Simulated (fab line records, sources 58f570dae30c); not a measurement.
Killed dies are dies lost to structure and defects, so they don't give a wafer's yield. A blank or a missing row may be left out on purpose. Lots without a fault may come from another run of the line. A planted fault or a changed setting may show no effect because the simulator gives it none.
Which tool did it? | flow berkeley_cmos170 | 10 lots, 30 wafers sampled, at 5 steps of a route of 331

WHAT THE GAUGES READ, wafer by wafer
UCB170_PSD_CD_MEAS_06: target cd 1200 nm.
lot  | measured     | on        | cd_nm (nm)
L356 | day 7 23:00  | cd_sem-02 | 1200.9 1200.5 1200.6
L355 | day 7 23:22  | cd_sem-02 | 1200.2 1200.1 1200.1
L357 | day 8 17:15  | cd_sem-02 | 1200.0 1200.9 1201.9
L359 | day 8 17:39  | cd_sem-02 | 1199.3 1199.7 1199.7
L360 | day 8 17:44  | cd_sem-02 | 1198.7 1199.3 1200.2
L358 | day 8 17:58  | cd_sem-02 | 1200.4 1199.3 1200.2
L368 | day 10 00:59 | cd_sem-02 | 1202.6 1201.8 1201.1
L367 | day 10 01:17 | cd_sem-01 | 1200.1 1199.7 1199.4
L374 | day 12 00:23 | cd_sem-02 | 1201.0 1200.7 1200.8
L375 | day 12 00:53 | cd_sem-01 | 1201.5 1201.5 1202.7

UCB170_NSD_OVL_MEAS_07.
lot  | measured     | on         | NSD_OVL (nm)
L356 | day 8 04:28  | overlay-01 | 3 6 6
L355 | day 8 04:49  | overlay-02 | -2 1 2
L357 | day 8 20:01  | overlay-02 | -4 -4 1
L359 | day 8 20:29  | overlay-01 | 12 11 8
L360 | day 8 21:11  | overlay-02 | -3 3 7
L358 | day 8 21:33  | overlay-02 | -1 5 0
L368 | day 10 04:14 | overlay-01 | 7 8 8
L367 | day 10 04:23 | overlay-02 | 0 -4 1
L374 | day 12 02:31 | overlay-02 | 1 -5 -2
L375 | day 12 03:01 | overlay-02 | -6 -2 -7

UCB170_SDANNEAL_RS_MEAS_05: measures by four-point-probe.
lot  | measured     | on            | NLDD_RS (ohm/sq)
L356 | day 8 06:38  | film_metro-03 | 616.8 616.7 617.1
L355 | day 8 07:08  | film_metro-03 | 617.8 618.0 617.8
L357 | day 8 22:44  | film_metro-02 | 616.2 616.7 615.0
L359 | day 8 23:03  | film_metro-01 | 616.4 615.6 616.3
L360 | day 8 23:39  | film_metro-03 | 615.4 616.6 617.1
L358 | day 9 00:07  | film_metro-02 | 615.3 615.0 616.5
L368 | day 10 06:22 | film_metro-02 | 614.1 611.9 613.5
L367 | day 10 06:46 | film_metro-01 | 616.6 616.7 614.6
L374 | day 12 04:31 | film_metro-03 | 618.2 618.1 615.7
L375 | day 12 05:03 | film_metro-02 | 615.6 615.2 613.9

UCB170_CONTACT_THK_MEAS_02.
lot  | measured     | on            | CONTACT_PSG_THK (nm)
L356 | day 8 10:26  | film_metro-02 | 702 699 705
L355 | day 8 10:25  | film_metro-04 | 704 703 700
L357 | day 9 02:01  | film_metro-04 | 710 711 708
L359 | day 9 02:02  | film_metro-03 | 702 704 708
L360 | day 9 02:41  | film_metro-02 | 697 698 703
L358 | day 9 02:41  | film_metro-04 | 695 698 701
L368 | day 10 10:31 | film_metro-02 | 623 620 617
L367 | day 10 10:30 | film_metro-03 | 632 637 633
L374 | day 12 07:05 | film_metro-03 | 707 712 708
L375 | day 12 08:53 | film_metro-03 | 710 701 702

WHICH TOOL RAN EACH LOT (tool, then ch and the chambers of the sampled wafers, then the start)
lot  | UCB170_CONTACT_CVD_01
L356 | lpcvd-02 ch 1, day 8 08:37
L355 | lpcvd-02 ch 0, day 8 08:37
L357 | lpcvd-01 ch 0, day 9 00:13
L359 | lpcvd-01 ch 0, day 9 00:13
L360 | lpcvd-02 ch 1, day 9 00:54
L358 | lpcvd-02 ch 1, day 9 00:54
L368 | lpcvd-01 ch 1, day 10 08:43
L367 | lpcvd-01 ch 0, day 10 08:43
L374 | lpcvd-02 ch 0, day 12 05:18
L375 | lpcvd-02 ch 0, day 12 07:05
- UCB170_CONTACT_CVD_01: deposits PSG from SiH4/O2/PH3, target thk 700 nm, time 2820 s.

WHAT THE TOOLS THEMSELVES READ (means of the sampled wafers that have a number; where no wafer has one, the mark that the record gives instead)
UCB170_CONTACT_CVD_01.
lot  | tool     | o2_flow_sccm (sccm) | ph3_flow_sccm (sccm)
L356 | lpcvd-02 | 90.0                | 25.04
L355 | lpcvd-02 | 90.5                | 25.08
L357 | lpcvd-01 | 90.3                | 24.86
L359 | lpcvd-01 | 90.1                | 25.03
L360 | lpcvd-02 | 90.1                | 24.99
L358 | lpcvd-02 | 89.9                | 24.96
L368 | lpcvd-01 | 71.7                | 24.91
L367 | lpcvd-01 | 72.3                | 25.00
L374 | lpcvd-02 | 89.6                | 24.92
L375 | lpcvd-02 | 89.8                | 25.07

THE ANSWER, worked out from the rows above alone
Rule: what is usual is taken from the lots themselves. Put in order of their means at a reading, lots are off if they are a third of the lots or fewer, leave a main group of 4 or more, and stand apart from it by a gap of 3 or more times the standard deviation of the main group's means; of several such gaps the widest counts. A main group whose means are all the same, to the digits that the tables above print for the reading, isn't used. A lot without any number at a reading at which 4 lots or more have one is off too. The other lots that the step has rows for count as sound. The gauges are gone through in route order, then the tools' own readings, and for those a lot's mean is taken as printed above. The first step at which some lot is off is used, and at that step the reading that is off furthest; a lot without a number counts as furthest.
Off: L368, L367, at UCB170_CONTACT_THK_MEAS_02 (CONTACT_PSG_THK). The main group: mean 704 nm, standard deviation 3.9.
A tool fits if, at a process step before that reading, it ran every lot that is off, and no sound lot after the first of them. The gauges at UCB170_CONTACT_THK_MEAS_02 aren't tried: what is off there is off at UCB170_CONTACT_CVD_01 too, on other tools, and a gauge's error can't cause that. One fits: lpcvd-01 at UCB170_CONTACT_CVD_01. Its last sound lot is L357 (day 9 00:13), its first lot that is off L367 (day 10 08:43): a fault that began between those two fits.
The tool's own readings at UCB170_CONTACT_CVD_01 bear it out: on the lots that are off they differ by more than 5 times the standard deviation of the sound lots' means. o2_flow_sccm reads 72.0 sccm there against 90.0 sccm on the sound lots.

WHAT THE SIMULATOR HAD PUT IN
Process parameter drift: lpcvd-01, from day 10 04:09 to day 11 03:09, at UCB170_CONTACT_CVD_01. Setting o2_flow_sccm, moved by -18, from 90.
Lots struck among those shown: L368, L367. The rule above found the same.
